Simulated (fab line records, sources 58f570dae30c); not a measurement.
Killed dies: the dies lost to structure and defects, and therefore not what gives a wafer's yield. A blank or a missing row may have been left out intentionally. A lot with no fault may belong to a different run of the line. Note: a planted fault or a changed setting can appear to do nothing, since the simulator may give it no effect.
Code-filled problem report in 8D (eight disciplines) form	flow berkeley_cmos170	the parts of the form that need people (team, actions taken, sign-off) are left out

1. WHAT WENT WRONG
PLDD_TW at UCB170_PLDD_TW_MEAS_11 reads a mean of 1073 on 6 wafers of 2 lots; wafers without a fault read 1012 with a standard deviation of 5.4. That puts it +11 standard deviations away from the usual mean.
Seen first at day 7 13:32 on film_metro-02, wafer L375.3. The record holds 39 wafers of 13 lots with a number at this step. The rule behind "out" and "out of limits": a value lying over 4 standard deviations away from the usual mean. All remaining wafers that have a number are taken as sound.

2. WHAT IT IS, AND WHAT IT ISN'T
question	is	is not
which readings at this step	PLDD_TW	-
which lots	L375, L377	L368, L369, L370, L371, L372, L384, L387, L388, L389, L390, L391
which wafers of those lots	all that have a number	-
read on which gauges	film_metro-02	film_metro-03, film_metro-04
when	from day 7 13:32	up to then (15 sound wafers); but 18 sound wafers of L384, L387, L388, L389, L390, L391 came after

3. WHAT RULES OUT EACH SUSPECT
Counting: a tool stays on the suspect list if, at a process step up to the reading, it processed all lots that are out and no sound lot following the first of them.
- the gauge at UCB170_PLDD_TW_MEAS_11 is ruled out. All the wafers that are out were read on film_metro-02, but those of them that UCB170_PLDD_IMPLANT_09 has rows for are out there too, on other tools.
- implanter-02 at UCB170_PLDD_IMPLANT_09: ruled out as a lasting fault. Sound lots L391 ran on it after its first lot that is out, L375 (day 7 13:19).
Left after counting: nothing in the record.

4. THE CAUSE (what the simulator had put in)
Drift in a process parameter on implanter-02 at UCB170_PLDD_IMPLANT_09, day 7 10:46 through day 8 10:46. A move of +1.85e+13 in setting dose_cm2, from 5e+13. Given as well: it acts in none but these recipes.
It was ruled out by counting, in error; the rule expects a fault to strike all lots run on its tool from its start on, and this fault did not.

5. THE CHAIN OF EFFECTS, in route order
Each row: a reading where the mean over the struck wafers with a number is more than 3 standard deviations away from the usual. Only readings whose record carries a usual standard deviation are examined. hours: median over the lots of the time between each lot's start at the first step of this table that gives one and its start at this step. sigmas: the change, counted in usual standard deviations.
hours	step	reading	usual	on struck wafers	change	sigmas
0	UCB170_PLDD_IMPLANT_09	beam_on_s	10.01 s	10.97	+0.96	+4.8
0	UCB170_PLDD_IMPLANT_09	dose_ions_cm2	5e+13	7e+13	+2e+13	+99 or more
0	UCB170_PLDD_IMPLANT_09	faraday_current_uA	158	198	+40	+12
0	UCB170_PLDD_TW_MEAS_11	PLDD_TW	1012	1073	+61	+11
13	UCB170_SDANNEAL_RS_MEAS_04	PLDD_RS	1032 ohm/sq	903	-129	-43
Here are the process steps it includes:
- UCB170_PLDD_IMPLANT_09

6. WHAT WOULD HAVE CAUGHT IT SOONER
3 hours passed between the start of the fault at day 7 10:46 and the first reading out of limits at a measuring or inspecting step in this record, taken at day 7 13:32.
The tool's own readings at UCB170_PLDD_IMPLANT_09 were out on every struck wafer that the step has a row for (dose_ions_cm2, faraday_current_uA): an alarm limit on them would have fired on the first of those.
